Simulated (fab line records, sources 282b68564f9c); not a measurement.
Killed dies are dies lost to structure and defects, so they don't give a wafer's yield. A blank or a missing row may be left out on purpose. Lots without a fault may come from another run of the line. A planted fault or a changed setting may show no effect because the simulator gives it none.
Which tool did it? | flow rit_cmos | 14 lots, 42 wafers sampled, at 3 steps of a route of 202

WHAT THE GAUGES READ, wafer by wafer
RIT_NLDD_TW_MEAS_10. Usual: NLDD_TW 2500, standard deviation 19.
lot  | measured    | on            | NLDD_TW        | flag
L725 | day 2 18:02 | film_metro-01 | 2487 2479 2474 |
L727 | day 3 04:34 | film_metro-03 | 2509 2504 2482 |
L728 | day 3 09:06 | film_metro-04 | 2523 2535 2518 |
L729 | day 3 13:02 | film_metro-01 | 2473 2472 2463 |
L730 | day 3 19:31 | film_metro-04 | 2517 2525 2534 |
L731 | day 3 23:26 | film_metro-03 | 2517 2507 2494 |
L733 | day 4 10:43 | film_metro-01 | 2484 2475 2495 |
L734 | day 4 14:35 | film_metro-01 | 2460 2464 2469 |
L735 | day 4 20:09 | film_metro-03 | 2509 2524 2517 |
L740 | day 6 00:38 | film_metro-01 | 2489 2485 2487 |
L743 | day 6 11:22 | film_metro-01 | 1917 1913 1912 | OFF
L744 | day 6 17:54 | film_metro-04 | 2507 2508 2488 |
L745 | day 7 02:26 | film_metro-04 | 1938 1945 1954 | OFF
L747 | day 7 09:46 | film_metro-04 | 2529 2518 2506 |

RIT_SDANNEAL_RS_MEAS_07: measures by four-point-probe. Usual: NLDD_RS 151.6 ohm/sq, standard deviation 0.52.
lot  | measured    | on            | NLDD_RS (ohm/sq)  | flag
L725 | day 3 02:13 | film_metro-01 | 151.7 152.3 151.4 |
L727 | day 3 12:15 | film_metro-01 | 151.7 151.8 152.2 |
L728 | day 3 16:57 | film_metro-03 | 151.5 151.9 152.1 |
L729 | day 3 20:50 | film_metro-03 | 151.3 151.0 151.7 |
L730 | day 4 03:37 | film_metro-03 | 152.0 151.9 151.8 |
L731 | day 4 07:16 | film_metro-01 | 151.7 151.6 151.8 |
L733 | day 4 18:32 | film_metro-01 | 151.6 151.2 151.4 |
L734 | day 5 00:07 | film_metro-01 | 152.2 152.3 152.6 |
L735 | day 5 05:05 | film_metro-01 | 151.4 151.5 152.1 |
L740 | day 6 08:58 | film_metro-03 | 150.9 150.9 151.0 |
L743 | day 6 19:26 | film_metro-01 | 302.0 305.3 306.9 | OFF
L744 | day 7 02:03 | film_metro-04 | 152.0 151.6 152.2 |
L745 | day 7 10:23 | film_metro-03 | 301.8 302.3 302.6 | OFF
L747 | day 7 17:54 | film_metro-03 | 151.8 151.7 151.3 |

WHICH TOOL RAN EACH LOT (tool, then ch and the chambers of the sampled wafers, then the start)
lot  | RIT_NLDD_IMPLANT_08
L725 | implanter-02 ch 0, day 2 17:44
L727 | implanter-04 ch 0, day 3 04:16
L728 | implanter-01 ch 0, day 3 08:46
L729 | implanter-02 ch 0, day 3 12:42
L730 | implanter-02 ch 0, day 3 19:11
L731 | implanter-04 ch 0, day 3 23:07
L733 | implanter-02 ch 0, day 4 10:25
L734 | implanter-02 ch 0, day 4 14:18
L735 | implanter-02 ch 0, day 4 19:50
L740 | implanter-01 ch 0, day 6 00:19
L743 | implanter-02 ch 0, day 6 11:02
L744 | implanter-01 ch 0, day 6 17:37
L745 | implanter-02 ch 0, day 7 02:10
L747 | implanter-04 ch 0, day 7 09:26
- RIT_NLDD_IMPLANT_08

WHAT THE TOOLS THEMSELVES READ (means of the sampled wafers that have a number; where no wafer has one, the mark that the record gives instead)
RIT_NLDD_IMPLANT_08. Usual: dose_ions_cm2 5e+14, standard deviation 6e+11; faraday_current_uA 1574, standard deviation 31.
lot  | tool         | dose_ions_cm2 | faraday_current_uA | flag
L725 | implanter-02 | 5e+14         | 1567               |
L727 | implanter-04 | 5e+14         | 1588               |
L728 | implanter-01 | 5e+14         | 1545               |
L729 | implanter-02 | 5e+14         | 1564               |
L730 | implanter-02 | 5e+14         | 1574               |
L731 | implanter-04 | 5e+14         | 1552               |
L733 | implanter-02 | 5e+14         | 1595               |
L734 | implanter-02 | 5e+14         | 1575               |
L735 | implanter-02 | 5e+14         | 1589               |
L740 | implanter-01 | 5e+14         | 1576               |
L743 | implanter-02 | 2e+14         | 625                | OFF
L744 | implanter-01 | 5e+14         | 1567               |
L745 | implanter-02 | 2e+14         | 628                | OFF
L747 | implanter-04 | 5e+14         | 1570               |

THE ANSWER, worked out from the rows above alone
Rule: a lot is off if the mean of its wafers that have a number lies more than 3 standard deviations from the usual mean. A lot without any number at a reading at which 4 lots or more have one is off too. The other lots that the step has rows for count as sound. The gauges are gone through in route order, then the tools' own readings, and for those a lot's mean is taken as printed above. The first step at which some lot is off is used, and at that step the reading that is off furthest; a lot without a number counts as furthest.
Off: L743, L745, at RIT_NLDD_TW_MEAS_10 (NLDD_TW).
A tool fits if, at a process step before that reading, it ran every lot that is off, and no sound lot after the first of them. The gauges at RIT_NLDD_TW_MEAS_10 aren't tried: what is off there is off at RIT_NLDD_IMPLANT_08 too, on other tools, and a gauge's error can't cause that. One fits: implanter-02 at RIT_NLDD_IMPLANT_08. Its last sound lot is L735 (day 4 19:50), its first lot that is off L743 (day 6 11:02): a fault that began between those two fits.
The tool's own readings at RIT_NLDD_IMPLANT_08 bear it out: on the lots that are off they differ by more than 5 times the standard deviation of the sound lots' means. dose_ions_cm2 reads 2e+14 there against 5e+14 on the sound lots; faraday_current_uA reads 626 there against 1572 on the sound lots.

WHAT THE SIMULATOR HAD PUT IN
Process parameter drift: implanter-02, from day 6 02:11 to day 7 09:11, at RIT_NLDD_IMPLANT_08. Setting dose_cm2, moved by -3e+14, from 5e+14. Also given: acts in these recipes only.
Lots struck among those shown: L743, L745. The rule above found the same.
